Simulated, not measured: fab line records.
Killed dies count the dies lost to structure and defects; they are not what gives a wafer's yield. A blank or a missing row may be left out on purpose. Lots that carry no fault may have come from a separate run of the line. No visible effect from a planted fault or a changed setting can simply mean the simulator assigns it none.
Problem report, 8D (eight disciplines) form, completed by code | flow berkeley-cmos170 | the parts of the form that need people (team, actions taken, sign-off) are left out

== 1. PROBLEM STATEMENT ==
SILICIDE_TI_RS at UCB170_SILICIDE_RS_MEAS_02 reads a mean of 61.8 ohm/sq on 1 wafer of 1 lot; wafers without a fault read 26.1 ohm/sq with a standard deviation of 0.38. Measured from the usual mean, that is +94 standard deviations.
The step: measures by four-point-probe.
First observed at day 11 05:41: wafer L243.4, on film-metro-04. The record has a number at this step for 39 wafers belonging to 13 lots. Rule for "out" (also "out of limits"): further than 4 standard deviations from the usual mean. Any other wafer with a number is counted as sound.

== 2. WHAT IT IS, WHAT IT ISN'T ==
question                    | is                | is not
which readings at this step | SILICIDE_TI_RS    | -
which lots                  | L243              | L235, L236, L238, L240, L241, L248, L249, L250, L251, L252, L257, L258
which wafers of those lots  | L243.4            | L243.2, L243.5
read on which gauges        | film-metro-04     | film-metro-01, film-metro-02
when                        | from day 11 05:41 | up to then (17 sound wafers); but 21 sound wafers of L248, L249, L250, L251, L252, L257, L258 came after

== 3. WHAT RULES OUT EACH SUSPECT ==
Counting: if a tool at a process step up to the reading ran every lot that is out, it stays a suspect. Sound lots after the first of them don't rule it out here, since some wafers of a struck lot are sound.
- the gauge at UCB170_SILICIDE_RS_MEAS_02: kept. All the wafers that are out were read on film-metro-04, and no step on other tools shows them out.
- plasma-asher-03 at UCB170_NLDD_STRIP_10 (strips in O2): kept. The lot that is out, L243, ran on it at day 10 16:09; the last sound lot it ran before that was L240, at day 10 02:44.
- pvd-sputter-03 at UCB170_SILICIDE_SPUTTER_01 (material Ti, target thk 30 nm, time 25 s): kept. The lot that is out, L243, ran on it at day 11 05:38; the last sound lot it ran before that was L241, at day 10 15:11.
- The sound lot-mates ran in chamber 1 of plasma-asher-03 at UCB170_NLDD_STRIP_10, but the wafers that are out ran in chamber 0.
Still standing after the count: plasma-asher-03 at UCB170_NLDD_STRIP_10, pvd-sputter-03 at UCB170_SILICIDE_SPUTTER_01, film-metro-04 at UCB170_SILICIDE_RS_MEAS_02.

== 4. THE CAUSE (what the simulator had put in) ==
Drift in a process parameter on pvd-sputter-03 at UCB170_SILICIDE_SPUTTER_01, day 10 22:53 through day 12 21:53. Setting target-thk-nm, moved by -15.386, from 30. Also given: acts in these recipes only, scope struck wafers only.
Counting leaves 3 suspects; this tool is one of them.

== 5. SEQUENCE OF EFFECTS, ordered by route ==
Each row: a reading where the mean over the struck wafers with a number is more than 3 standard deviations away from the usual. Readings are gone through only where the record gives a usual standard deviation; hours: the median, over the lots, of the time from a lot's start at the first step in this table giving one to that lot's start at this step; sigmas: the change measured in usual standard deviations.
hours | step                        | reading         | usual       | on struck wafers | change | sigmas
0     | UCB170_SILICIDE_RS_MEAS_02  | SILICIDE_TI_RS  | 26.1 ohm/sq | 61.8             | +35.7  | +94
0     | UCB170_SILICIDE_THK_MEAS_03 | SILICIDE_TI_THK | 30.0 nm     | 14.6             | -15.4  | -41

== 6. WHAT WOULD HAVE CAUGHT IT SOONER ==
Counted from the fault's start at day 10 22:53, it took 7 hours until the first out-of-limits reading at a measuring or inspecting step in this record, taken at day 11 05:41.
An alarm limit of 4 standard deviations would not have fired on the tool readings at UCB170_SILICIDE_SPUTTER_01 for which the record gives a usual standard deviation, since none of them was out on any struck wafer.
By day 11 05:41, every lot that is out (1) had started UCB170_SILICIDE_SPUTTER_01 on pvd-sputter-03. Holding the tool at that point would not have protected any of them.
